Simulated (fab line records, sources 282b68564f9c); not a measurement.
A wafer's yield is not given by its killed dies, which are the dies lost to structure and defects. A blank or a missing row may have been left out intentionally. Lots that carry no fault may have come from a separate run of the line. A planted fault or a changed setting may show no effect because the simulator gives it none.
2 desks looking at one fault | flow rit_cmos | numbers are kept per desk, each desk with only its own; the story behind them comes last

THE METROLOGY DESK
What the gauges read for every lot (on any tool): the sampled wafers with a number, averaged. A lot is out of limits, marked OUT, if its mean lies more than 4 standard deviations from the usual mean; the brackets give that distance.
Columns: A = cd_nm at RIT_M1_CD_MEAS_09, usual 2600.5 nm; B = M1_OVL at RIT_M1_OVL_MEAS_10, usual -0.1 nm; C = cd_nm at RIT_M1_CD_MEAS_90, usual 2599.7 nm; D = M1_BOW at RIT_M1_BOW_MEAS_16, usual 16 um
lot  | first seen here | A      | B    | C      | D
L337 | day 4 03:07     | 2602.5 | 0.5  | 2602.1 | 9
L338 | day 4 07:43     | 2602.0 | 1.0  | 2601.1 | 18
L339 | day 4 12:13     | 2599.1 | 0.5  | 2596.8 | 17
L341 | day 4 23:43     | 2601.0 | -0.4 | 2600.5 | 17
L346 | day 5 19:08     | 2598.1 | 0.1  | 2597.8 | 11
L347 | day 6 00:08     | 2599.3 | 1.4  | 2596.4 | 20
L348 | day 6 04:20     | 2600.6 | -1.8 | 2599.3 | 17
This desk's finding: nothing out of limits on any of the 7 lots.

THE TOOL OWNER'S DESK: furnace-02
The tool's own readings at RIT_M1_ANNEAL_15 (time 1800 s): means of the sampled wafers that have a number, for each lot that ran on this tool. A lot is out of limits, marked OUT, if its mean lies more than 4 standard deviations from the usual mean; the brackets give that distance. It has 8 readings, of which 7 appear: the earliest out of limits, and the ones furthest out on some lot.
Columns: A = spike_tc_centre_C at RIT_M1_ANNEAL_15, usual 453.4 C; B = spike_tc_load_C at RIT_M1_ANNEAL_15, usual 469.3 C; C = spike_tc_source_C at RIT_M1_ANNEAL_15, usual 469.7 C; D = tube_center_temp_C at RIT_M1_ANNEAL_15, usual 450 C; E = tube_center_temp_C_max at RIT_M1_ANNEAL_15, usual 451.17; F = zone_power_load_pct at RIT_M1_ANNEAL_15, usual 6.76 %; G = zone_power_source_pct at RIT_M1_ANNEAL_15, usual 7.27 %
lot  | first seen here | A               | B               | C               | D                     | E                        | F              | G
L337 | day 4 04:08     | 453.6           | 469.3           | 470.1           | 450                   | 451.19                   | 6.78           | 7.19
L338 | day 4 08:45     | 453.1           | 468.7           | 469.2           | 450                   | 451.01                   | 6.84           | 7.30
L339 | day 4 13:16     | 453.1           | 470.2           | 469.3           | 450                   | 451.19                   | 6.74           | 7.29
L341 | day 5 00:48     | 454.3           | 468.5           | 470.0           | 450                   | 451.31                   | 6.72           | 7.26
L346 | day 5 20:16     | 498.1 (+45) OUT | 515.0 (+42) OUT | 515.4 (+46) OUT | 495 (+99 or more) OUT | 496.17 (+99 or more) OUT | 7.78 (+14) OUT | 8.47 (+16) OUT
L347 | day 6 01:11     | 499.0 (+46) OUT | 514.9 (+41) OUT | 516.0 (+46) OUT | 495 (+99 or more) OUT | 495.90 (+99 or more) OUT | 7.91 (+16) OUT | 8.57 (+17) OUT
L348 | day 6 05:23     | 498.8 (+46) OUT | 516.5 (+43) OUT | 514.3 (+45) OUT | 495 (+99 or more) OUT | 496.36 (+99 or more) OUT | 7.87 (+15) OUT | 8.47 (+16) OUT
This desk's verdict: out of limits on L346, L347, L348, starting with L346 at day 5 20:16 (spike_tc_centre_C at RIT_M1_ANNEAL_15). In limits: L337, L338, L339, L341.

TAKEN TOGETHER
On L346, L347, L348, at day 5 20:16, an alarm was possible from the tool owner's desk.
Metrology desk: nothing out of limits seen.
The metrology desk has L346, L347, L348 on record, within its limits.
Every lot named ran RIT_M1_ANNEAL_15 on furnace-02.

WHAT THE SIMULATOR PUT IN
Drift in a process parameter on furnace-02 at RIT_M1_ANNEAL_15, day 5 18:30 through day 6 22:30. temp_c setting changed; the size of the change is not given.
Struck lots among those shown: L346, L347, L348.
Hours from the fault's start to each desk's first reading out of limits: the tool owner's desk, 2.
